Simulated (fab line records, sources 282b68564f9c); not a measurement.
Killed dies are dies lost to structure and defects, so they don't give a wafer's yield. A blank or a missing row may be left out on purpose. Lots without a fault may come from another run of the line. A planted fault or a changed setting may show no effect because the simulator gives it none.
One fault seen from 2 desks | flow rit_cmos | each desk has only its own numbers; what lay behind them comes last

THE TOOL OWNER'S DESK: iline_stepper-01
The tool's own readings at RIT_CONTACT_EXPOSE_05 (exposes mask M11, target cd 1000 nm): means of the sampled wafers that have a number, for each lot that ran on this tool. A lot is out of limits, marked OUT, if its mean lies more than 4 standard deviations from the usual mean; the brackets give that distance.
Columns: A = focus_offset_nm at RIT_CONTACT_EXPOSE_05, usual -0.1 nm
lot  | first seen here | A
L184 | day 3 22:18     | 0.6
L197 | day 6 16:24     | -0.3
L198 | day 6 22:44     | 0.4
This desk's finding: nothing out of limits on any of the 3 lots.

THE METROLOGY DESK
What the gauges read, lot by lot, whatever tool the lot ran on: means of the sampled wafers that have a number. A lot is out of limits, marked OUT, if its mean lies more than 4 standard deviations from the usual mean; the brackets give that distance.
Columns: A = SILICIDE_TI_RS at RIT_SILICIDE_RS_MEAS_02, usual 47.7 ohm/sq; B = SILICIDE_TI_THK at RIT_SILICIDE_THK_MEAS_03, usual 30.5 nm; C = CONTACT_TEOS_THK at RIT_CONTACT_THK_MEAS_01, usual 400 nm
lot  | first seen here | A    | B    | C
L183 | day 3 19:20     | 47.8 | 30.6 | 399
L184 | day 3 20:54     | 48.1 | 30.0 | 402
L197 | day 6 15:29     | 48.2 | 30.3 | 401
L198 | day 6 21:46     | 47.6 | 30.4 | 397
L200 | day 7 08:29     | 47.9 | 30.4 | 404
L204 | day 8 06:57     | 47.2 | 30.6 | 401
This desk's finding: nothing out of limits on any of the 6 lots.

PUT TOGETHER
The tool owner's desk saw nothing out of limits.
The metrology desk saw nothing out of limits.

WHAT THE SIMULATOR HAD PUT IN
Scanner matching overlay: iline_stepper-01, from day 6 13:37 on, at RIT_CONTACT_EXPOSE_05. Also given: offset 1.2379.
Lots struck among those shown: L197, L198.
